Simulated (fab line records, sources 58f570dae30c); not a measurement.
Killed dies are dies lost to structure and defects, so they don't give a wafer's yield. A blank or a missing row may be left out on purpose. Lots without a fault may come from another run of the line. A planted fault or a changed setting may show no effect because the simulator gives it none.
Split-lot experiment | flow berkeley_cmos170 | 5 lots, 23 wafers read, on a route of 331 steps

THE SPLIT
At UCB170_PSD_IMPLANT_08, the setting dose_cm2 was moved away from the recipe's 3e+15 on 6 of the 23 wafers read, by -6.8% to -5.8%. The other wafers ran this setting at the recipe's value.

FROM THE SPLIT TO THE READING: what the file shows between them, 7 steps
- UCB170_PSD_STRIP_09: strips in O2
- UCB170_PSD_TW_MEAS_10
- UCB170_NSD_IMPLANT_08 (also split here: dose_cm2)
- UCB170_NSD_STRIP_09: strips in O2
- UCB170_NSD_CLEAN_11: cleans in SPM, time 600 s
- UCB170_SDANNEAL_RTA_00: time 10 s
- UCB170_SDANNEAL_RTA_01: time 5 s

THE READING
PSD_RS, in ohm/sq, at UCB170_SDANNEAL_RS_MEAS_02 (measures by four-point-probe). Fault-free wafers of this fab line usually give 75.59 ohm/sq, standard deviation 0.2 ohm/sq.

wafer  | tool, chamber at the split | dose_cm2 as run | against the recipe | PSD_RS, ohm/sq | against lot-mates on the recipe
L078.1 | implanter-03, 0            | 3e+15           | recipe             | 75.34          | -
L078.2 | implanter-03, 0            | 3e+15           | recipe             | 75.12          | -
L078.4 | implanter-03, 0            | 3e+15           | recipe             | 75.63          | -
L079.2 | implanter-03, 0            | 3e+15           | recipe             | 75.60          | -
L079.3 | implanter-03, 0            | 3e+15           | recipe             | 75.46          | -
L079.4 | implanter-03, 0            | 3e+15           | recipe             | 75.64          | -
L079.5 | implanter-03, 0            | 3e+15           | recipe             | 75.81          | -
L079.6 | implanter-03, 0            | 3e+15           | recipe             | 75.85          | -
L081.1 | implanter-04, 0            | 2.797e+15       | -6.8%              | 79.62          | +3.99
L081.2 | implanter-04, 0            | 3e+15           | recipe             | 75.62          | -
L081.4 | implanter-04, 0            | 3e+15           | recipe             | 75.64          | -
L081.5 | implanter-04, 0            | 2.797e+15       | -6.8%              | 79.45          | +3.82
L081.6 | implanter-04, 0            | 2.797e+15       | -6.8%              | 79.29          | +3.66
L082.2 | implanter-03, 0            | 3e+15           | recipe             | 75.69          | -
L082.3 | implanter-03, 0            | 3e+15           | recipe             | 75.75          | -
L082.4 | implanter-03, 0            | 3e+15           | recipe             | 75.61          | -
L082.5 | implanter-03, 0            | 3e+15           | recipe             | 75.82          | -
L082.6 | implanter-03, 0            | 3e+15           | recipe             | 75.72          | -
L084.1 | implanter-04, 0            | 2.825e+15       | -5.8%              | 79.05          | +3.31
L084.2 | implanter-04, 0            | 3e+15           | recipe             | 75.74          | -
L084.3 | implanter-04, 0            | 2.825e+15       | -5.8%              | 79.33          | +3.59
L084.4 | implanter-04, 0            | 3e+15           | recipe             | 75.73          | -
L084.6 | implanter-04, 0            | 2.825e+15       | -5.8%              | 79.37          | +3.64

THE FIT
A straight line over all 23 wafers: PSD_RS changes by -0.587 ohm/sq for each +1% of dose_cm2; r = -0.99; the points scatter about the line by 0.2 ohm/sq.
The same after taking each lot's own level away (the mean of its wafers on the recipe; 23 wafers): -0.581 ohm/sq for each +1%; r = -1.00; scatter 0.15 ohm/sq.
On that fit, the largest move of dose_cm2 shifts the reading by 3.9 ohm/sq.
The lots' own levels span 75.363 to 75.735 ohm/sq, that is 1.9 times the standard deviation above.
So the lot-to-lot level changes the slope little: the two slopes agree.
Check: with one of the wafers moved furthest among these (-6.8%) left out of the fit, the line predicts +3.92 ohm/sq for it against its lot-mates. It came out at +3.99 ohm/sq against them.

OTHER SPLITS ON THESE WAFERS
These wafers also went through other splits before the reading. Each is held against what the fit with the lots' levels taken away leaves over:
other split on the same wafers  | wafers away from the commonest value | r with PSD_RS (lot level and that fit taken away)
UCB170_NLDD_IMPLANT_09 dose_cm2 | 4                                    | -0.04
UCB170_PSD_EXPOSE_03 dose_mj    | 10                                   | -0.08
UCB170_NSD_IMPLANT_08 dose_cm2  | 4                                    | +0.18

THE WHOLE CHAIN: every reading that the file lists as answering this split, in the file's order
step                       | what it does                 | reading                  | change (the file's fit)              | r (the file's)
UCB170_PSD_STRIP_09        | strips in O2                 | strip_time_to_endpoint_s | withheld for each +1% of the setting | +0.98
UCB170_PSD_TW_MEAS_10      |                              | PSD_TW                   | +7.57 for each +1% of the setting    | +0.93
UCB170_SDANNEAL_RS_MEAS_02 | measures by four-point-probe | PSD_RS                   | -0.581 for each +1% of the setting   | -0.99

THE FILE'S OWN FIT
PSD_RS changes by -0.581 ohm/sq for each +1% of dose_cm2, r = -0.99.
